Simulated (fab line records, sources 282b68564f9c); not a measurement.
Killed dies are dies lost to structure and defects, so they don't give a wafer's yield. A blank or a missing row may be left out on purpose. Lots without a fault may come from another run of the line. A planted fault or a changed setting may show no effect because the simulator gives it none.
Problem report in the 8D (eight disciplines) form, filled by code | flow rit_cmos | the parts of the form that need people (team, actions taken, sign-off) are left out

1. THE PROBLEM
NLDD_TW at RIT_NLDD_TW_MEAS_10 reads a mean of 2274 on 6 wafers of 2 lots; wafers without a fault read 2478 with a standard deviation of 23. That is -8.9 standard deviations from the usual mean.
First seen on wafer L385.1, day 4 22:19, on film_metro-01. The record holds 42 wafers of 14 lots with a number at this step. Rule for "out", or "out of limits": more than 4 standard deviations from the usual mean. The other wafers with a number count as sound.

2. WHAT IT IS AND WHAT IT IS NOT
question                    | is                           | is not
which readings at this step | NLDD_TW                      | -
which lots                  | L385, L388                   | L375, L377, L378, L379, L380, L381, L382, L383, L384, L393, L396, L398
which wafers of those lots  | all that have a number       | -
read on which gauges        | film_metro-01, film_metro-03 | film_metro-04
when                        | from day 4 22:19             | up to then (27 sound wafers); but 9 sound wafers of L393, L396, L398 came after

3. SUSPECTS, AND WHAT RULES EACH OUT
Counting: a tool at a process step up to the reading stays a suspect if it ran every lot that is out and no sound lot after the first of them.
- the gauge at RIT_NLDD_TW_MEAS_10: ruled out. The wafers that are out were read on 2 gauges (film_metro-01, film_metro-03).
- implanter-04 at RIT_NLDD_IMPLANT_08: kept. It ran every lot that is out, first L385 (day 4 22:00), and no sound lot after that; its last sound lot up to then is L383 (day 4 15:02). Its own readings are out on those wafers: dose_ions_cm2, faraday_current_uA.
Left after counting: implanter-04 at RIT_NLDD_IMPLANT_08.

4. THE CAUSE (what the simulator had put in)
Process parameter drift: implanter-04, from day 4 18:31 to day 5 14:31, at RIT_NLDD_IMPLANT_08. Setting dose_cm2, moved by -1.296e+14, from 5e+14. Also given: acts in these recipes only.
Counting left only this tool.

5. THE CHAIN OF EFFECTS, in route order
Each row: a reading whose mean over the struck wafers that have a number lies more than 3 standard deviations from the usual. Only readings for which the record gives a usual standard deviation are gone through. hours: the time from each lot's start at the first step in this table that gives one to its start at this step, as a median over the lots. sigmas: the change in usual standard deviations.
hours | step                    | reading            | usual        | on struck wafers | change | sigmas
0     | RIT_NLDD_IMPLANT_08     | dose_ions_cm2      | 5e+14        | 4e+14            | -1e+14 | -99 or more
0     | RIT_NLDD_IMPLANT_08     | faraday_current_uA | 1576         | 1174             | -402   | -13
0     | RIT_NLDD_TW_MEAS_10     | NLDD_TW            | 2478         | 2274             | -204   | -8.9
9     | RIT_SDANNEAL_RS_MEAS_07 | NLDD_RS            | 151.7 ohm/sq | 194.4            | +42.7  | +72
The process steps in it:
- RIT_NLDD_IMPLANT_08

6. WHAT WOULD HAVE CAUGHT IT SOONER
In this record the first reading out of limits at a measuring or inspecting step was taken at day 4 22:19, 4 hours after the fault began at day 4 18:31.
The tool's own readings at RIT_NLDD_IMPLANT_08 were out on every struck wafer that the step has a row for (dose_ions_cm2, faraday_current_uA): an alarm limit on them would have fired on the first of those.
Of the lots that are out (2), L388 began RIT_NLDD_IMPLANT_08 on implanter-04 after day 4 22:19. A hold on the tool at that time would have spared it.
